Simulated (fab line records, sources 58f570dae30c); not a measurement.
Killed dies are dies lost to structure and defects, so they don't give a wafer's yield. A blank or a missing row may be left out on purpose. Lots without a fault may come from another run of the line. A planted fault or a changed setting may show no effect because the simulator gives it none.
Chamber matching | flow berkeley_cmos170 | UCB170_ACTIVE_ETCH_15 on rie_diel-04: 4 sister chambers
The step etches Si3N4 in CH3F/Ar/O2, stops on SiO2, target depth 242 nm, time 151 s. 14 wafers are shown with their chamber, then 7 later ones without.

WAFERS WITH THEIR CHAMBER
wafer  | chamber | drypump_motor_current_A (A) | throttle_valve_pct (%) | oes_product_au (a.u.)
L778.1 | 1       | 6.3                         | 8.03                   | 0.946
L778.3 | 2       | 5.0                         | 8.11                   | 0.951
L778.5 | 0       | 5.1                         | 8.05                   | 0.958
L781.1 | 0       | 5.1                         | 8.09                   | 0.941
L781.4 | 1       | 6.3                         | 8.04                   | 0.945
L781.5 | 3       | 5.4                         | 8.32                   | 0.912
L791.2 | 0       | 5.1                         | 8.07                   | 0.952
L791.3 | 1       | 6.4                         | 8.04                   | 0.943
L791.5 | 2       | 5.0                         | 8.11                   | 0.943
L794.3 | 0       | 5.1                         | 8.07                   | 0.956
L794.5 | 3       | 5.4                         | 8.31                   | 0.923
L794.6 | 0       | 5.1                         | 8.09                   | 0.956
L796.1 | 2       | 5.0                         | 8.10                   | 0.952
L796.2 | 3       | 5.4                         | 8.29                   | 0.929

SIGNATURES (means of the wafers above)
reading                 | chamber 0 | chamber 1 | chamber 2 | chamber 3 | scatter within a chamber
drypump_motor_current_A | 5.100     | 6.333     | 5.000     | 5.400     | 0.0258
throttle_valve_pct      | 8.0740    | 8.0367    | 8.1067    | 8.3067    | 0.0131
oes_product_au          | 0.95260   | 0.94467   | 0.94867   | 0.92133   | 0.00624
Rule: a wafer's distance from a chamber is the root of the sum, over the readings, of the square of ((its reading less the chamber's mean) divided by the reading's scatter). The wafer belongs to the nearest chamber; if the next one is less than 2 further off, it can't be placed. The scatter: the root of (the sum of the squares of (reading less its chamber's mean) over the shown wafers, divided by (wafers less chambers)).

WAFERS WITHOUT THEIR CHAMBER
wafer  | drypump_motor_current_A (A) | throttle_valve_pct (%) | oes_product_au (a.u.)
L796.5 | 5.1                         | 8.08                   | 0.962
L799.1 | 5.0                         | 8.10                   | 0.955
L799.2 | 5.1                         | 8.06                   | 0.956
L799.4 | 5.4                         | 8.30                   | 0.922
L800.1 | 5.1                         | 8.09                   | 0.954
L800.3 | 6.4                         | 8.04                   | 0.954
L800.5 | 5.1                         | 8.07                   | 0.953

WHICH CHAMBER EACH WENT THROUGH
wafer  | from the rows above | in truth
L796.5 | 0                   | 0
L799.1 | 2                   | 2
L799.2 | 0                   | 0
L799.4 | 3                   | 3
L800.1 | 0                   | 0
L800.3 | 1                   | 1
L800.5 | 0                   | 0
Placed correctly: 7 of 7. Can't be placed from these rows: 0. Placed wrongly: 0.
